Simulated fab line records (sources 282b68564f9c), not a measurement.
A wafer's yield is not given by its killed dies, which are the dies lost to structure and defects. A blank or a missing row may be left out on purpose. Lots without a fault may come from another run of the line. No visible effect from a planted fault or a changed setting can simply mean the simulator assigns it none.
Code-filled problem report in 8D (eight disciplines) form || flow rit_cmos || the parts of the form that need people (team, actions taken, sign-off) are left out

1. THE PROBLEM
Mean of heater_power_total_W at RIT_PWELL_SOFTBAKE_02: 38.48 W across 9 wafers in 3 lots; on wafers with no fault it is 34.56 W (standard deviation 0.044). That is +89 standard deviations from the usual mean.
The step: time 60 s.
Seen first at day 4 15:55 on litho_track-02, wafer L672.2. The record has a number at this step for 21 wafers belonging to 7 lots. Rule for "out" (also "out of limits"): further than 4 standard deviations from the usual mean. The rest of the wafers with a number are treated as sound.

2. WHAT IT IS, WHAT IT ISN'T
{"question": "which readings at this step", "is": "heater_power_total_W, plate_temp_C", "is not": "-"}
{"question": "which lots", "is": "L672, L673, L674", "is not": "L664, L665, L671, L680"}
{"question": "which wafers of those lots", "is": "all that have a number", "is not": "-"}
{"question": "read on which tools", "is": "litho_track-02", "is not": "litho_track-03"}
{"question": "when", "is": "from day 4 15:55", "is not": "up to then (9 sound wafers); but 3 sound wafers of L680 came after"}

3. THE SUSPECTS, EACH WITH WHAT RULES IT OUT
Counting: any tool at a process step up to the reading is kept as a suspect provided that every lot that is out went through it and no sound lot did after the first of them.
- litho_track-02 at RIT_PWELL_SOFTBAKE_02 (time 60 s): kept. It ran every lot that is out, first L672 (day 4 15:55), and no sound lot after that; its last sound lot up to then is L665 (day 3 06:03). Out on those wafers are its own readings of heater_power_total_W, plate_temp_C.
The count leaves litho_track-02 at RIT_PWELL_SOFTBAKE_02.

4. THE CAUSE (what the simulator had put in)
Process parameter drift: litho_track-02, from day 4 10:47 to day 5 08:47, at RIT_PWELL_SOFTBAKE_02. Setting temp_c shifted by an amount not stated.
The count eliminated every tool but this one.

5. THE EFFECT CHAIN, in route order
Each row: a reading where the mean over the struck wafers with a number is more than 3 standard deviations away from the usual. Readings are gone through only where the record gives a usual standard deviation; hours: the median, over the lots, of the time from a lot's start at the first step in this table giving one to that lot's start at this step; sigmas: the change measured in usual standard deviations.
{"hours": 0, "step": "RIT_PWELL_SOFTBAKE_02", "reading": "heater_power_total_W", "usual": "34.56 W", "on struck wafers": 38.48, "change": "+3.92", "sigmas": "+89"}
{"hours": 0, "step": "RIT_PWELL_SOFTBAKE_02", "reading": "plate_temp_C", "usual": "89.95 C", "on struck wafers": 97.16, "change": "+7.21", "sigmas": "+55"}
Process steps it contains:
- RIT_PWELL_SOFTBAKE_02: time 60 s.
Later measuring or inspecting steps at which every struck wafer that the step has a row for has a number for every such reading, and none has moved that far: RIT_PWELL_OVL_MEAS_06.

6. HOW IT WOULD HAVE BEEN CAUGHT EARLIER
5 hours passed between the start of the fault at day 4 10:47 and the first reading out of limits in this record, taken at day 4 15:55.
